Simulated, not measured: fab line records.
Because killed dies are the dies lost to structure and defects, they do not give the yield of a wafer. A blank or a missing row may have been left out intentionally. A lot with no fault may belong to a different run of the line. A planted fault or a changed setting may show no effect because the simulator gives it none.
Comparing a struck lot with a sound one || flow rit-cmos || 30 steps out of a route of 202
Sound: wafers L653.2, L653.3, L653.6. Wafers struck: L662.1, L662.3, L662.6. The cause is named last.
At each step with rows: each side's tool, then ch and its chambers, then its first start. Under that, the readings that differ: sound wafers || struck wafers || difference of the means || sigmas: that difference in standard deviations of wafers without a fault.
alike: readings whose means differ by less than 2 such deviations, and words and numbers that are the same on both sides. not compared: withheld readings, readings that some wafer has no value for, bounds like >300 that may hide the same value, and numbers for which the record gives no deviation and whose values overlap.
Wherever a step has rows on one side only, a row that says differs or no value, or a row with sigmas, the two part there. Non-overlapping numbers with no deviation appear without sigmas and do not part them. A reading missing from all wafers of one side parts the sides only when that side holds two or more wafers.

first, 6 steps without rows for these wafers: RIT_SDANNEAL_RTA_03 (time 5 s); RIT_SILICIDE_WET_ETCH_00 (etches SiO2 in BOE, target depth 14 nm, time 15 s); RIT_SILICIDE_SPUTTER_01 (material Ti, target thk 30 nm, time 229.5 s); RIT_SILICIDE_RTA_04 (time 10 s, ramp up 5 s, ramp down 5 s); RIT_SILICIDE_WET_ETCH_05 (etches Ti in SPM, time 120 s); RIT_SILICIDE_RTA_06 (time 10 s, ramp up 5 s, ramp down 10 s).
RIT_CONTACT_CVD_00: deposits SiO2 from TEOS, target thk 400 nm, time 61 s.
  sound on pecvd-03 ch 1,2, day 4 00:32; struck on pecvd-03 ch 0,1,2, day 5 19:03
{"reading": "model.SiO2_of_CONTACT_CVD_00.thk-nm (nm)", "sound": "394.3 391 399.1", "struck": "314.1 318.8 317.5", "difference": -78.0, "sigmas": ""}
  alike: heater-power-w
RIT_CONTACT_THK_MEAS_01:
  struck on film-metro-01, day 5 19:06; sound on film-metro-02, day 4 00:35
{"reading": "CONTACT_TEOS_THK (nm)", "sound": "394 391 399", "struck": "314 319 317", "difference": -78, "sigmas": -16}
then, 7 steps without rows for these wafers: RIT_CONTACT_HMDS_02 (prime time 60 s); RIT_CONTACT_COAT_03 (resist thk 1000 nm); RIT_CONTACT_SOFTBAKE_04 (time 60 s); RIT_CONTACT_EXPOSE_05 (exposes mask M11, target cd 1000 nm); RIT_CONTACT_PEB_06; RIT_CONTACT_DEVELOP_07 (develop time 120 s); RIT_CONTACT_HARDBAKE_10 (time 60 s).
RIT_CONTACT_ETCH_11: etches SiO2 in CHF3/CF4/Ar, stops on TiSi2, target depth 480 nm, time 320 s.
  sound on rie-diel-04 ch 0,2, day 4 02:02; struck on rie-diel-02 ch 1,3, day 5 20:26
{"reading": "model.etch.depth-nm (nm)", "sound": "394.3 391 399.1", "struck": "314.1 318.8 317.5", "difference": -78.0, "sigmas": ""}
{"reading": "model.CONTACT.feature-depth-nm (nm)", "sound": "394.3 391 399.1", "struck": "314.1 318.8 317.5", "difference": -78.0, "sigmas": ""}
  alike: cf4-flow-sccm, drypump-motor-current-A, oes-product-au, throttle-valve-pct
  not compared: rf-hours-counter-h
then, 11 steps without rows for these wafers: RIT_CONTACT_STRIP_12 (strips in O2, time 180 s); RIT_CONTACT_CLEAN_13 (cleans in SC1, time 600 s); RIT_CONTACT_CLEAN_14 (cleans in SC2, time 600 s); RIT_M1_SPUTTER_00 (material Al, target thk 400 nm, time 500 s); RIT_M1_HMDS_03 (prime time 60 s); RIT_M1_COAT_04 (resist thk 1300 nm); RIT_M1_SOFTBAKE_05 (time 60 s); RIT_M1_EXPOSE_06 (exposes mask M12, target cd 2600 nm); RIT_M1_PEB_07; RIT_M1_DEVELOP_08 (develop time 68 s); RIT_M1_HARDBAKE_11 (time 120 s).
RIT_M1_METAL_ETCH_12: etches Al in Cl2/BCl3, stops on SiO2, time 165 s, target depth 600 nm.
  sound on rie-metal-01 ch 0,1, day 4 04:43; struck on rie-metal-01 ch 0,1, day 5 23:11
{"reading": "model.SiO2_of_CONTACT_CVD_00.thk-nm (nm)", "sound": "357.8 354.4 362.6", "struck": "277.3 282 280.8", "difference": -78.2, "sigmas": ""}
  alike: drypump-motor-current-A, he-backside-leak-sccm, oes-product-au, throttle-valve-pct
  not compared: rf-hours-counter-h
then, 1 step without rows for these wafers: RIT_M1_STRIP_13 (strips in nmp, time 600 s).
RIT_M1_PROBE_99:
  struck on prober-01, day 6 01:28; sound on prober-01, day 4 07:01
{"reading": "model.etest.field-p-metal.vt-v (V)", "sound": "-29.32 -29.07 -29.29", "struck": "-24.73 -24.86 -24.94", "difference": "+4.38", "sigmas": ""}
{"reading": "model.etest.nmos_0p15.junction-log10-a-um", "sound": "-13.68 -13.63 -13.61", "struck": "-12.78 -12.82 -12.82", "difference": "+0.83", "sigmas": ""}
{"reading": "model.etest.nmos-narrow.off-log10-a-um", "sound": "-13.13 -13.22 -13.01", "struck": "-12.72 -12.57 -12.64", "difference": "+0.48", "sigmas": ""}
{"reading": "model.etest.pmos_0p15.junction-log10-a-um", "sound": "-13.71 -13.84 -13.72", "struck": "-13.5 -13.57 -13.61", "difference": "+0.2", "sigmas": ""}
{"reading": "model.etest.gate-end-array.leak-log10-a-um", "sound": "-12.56 -12.52 -12.78", "struck": "-12.33 -12.4 -12.51", "difference": "+0.21", "sigmas": ""}
{"reading": "model.etest.nmos_0p3.off-log10-a-um", "sound": "-12.81 -12.77 -12.91", "struck": "-12.51 -12.48 -12.55", "difference": "+0.32", "sigmas": ""}
{"reading": "model.etest.antenna-contact.vt-shift-v (V)", "sound": "-0.01254 -0.009522 -0.0126", "struck": "-0.02255 -0.02022 -0.02179", "difference": -0.00997, "sigmas": ""}
  alike: killed-at-contacts, killed-at-front-end, killed-dies, killed-open, killed-short
  not compared: model.etest.contact-diode-array.leak-log10-a

WHERE THEY PART
Only at RIT_CONTACT_THK_MEAS_01, as far as this record shows. Later steps at which nothing parts them and some readings are alike: RIT_CONTACT_ETCH_11, RIT_M1_METAL_ETCH_12, RIT_M1_PROBE_99.

WHY: what the simulator had put in
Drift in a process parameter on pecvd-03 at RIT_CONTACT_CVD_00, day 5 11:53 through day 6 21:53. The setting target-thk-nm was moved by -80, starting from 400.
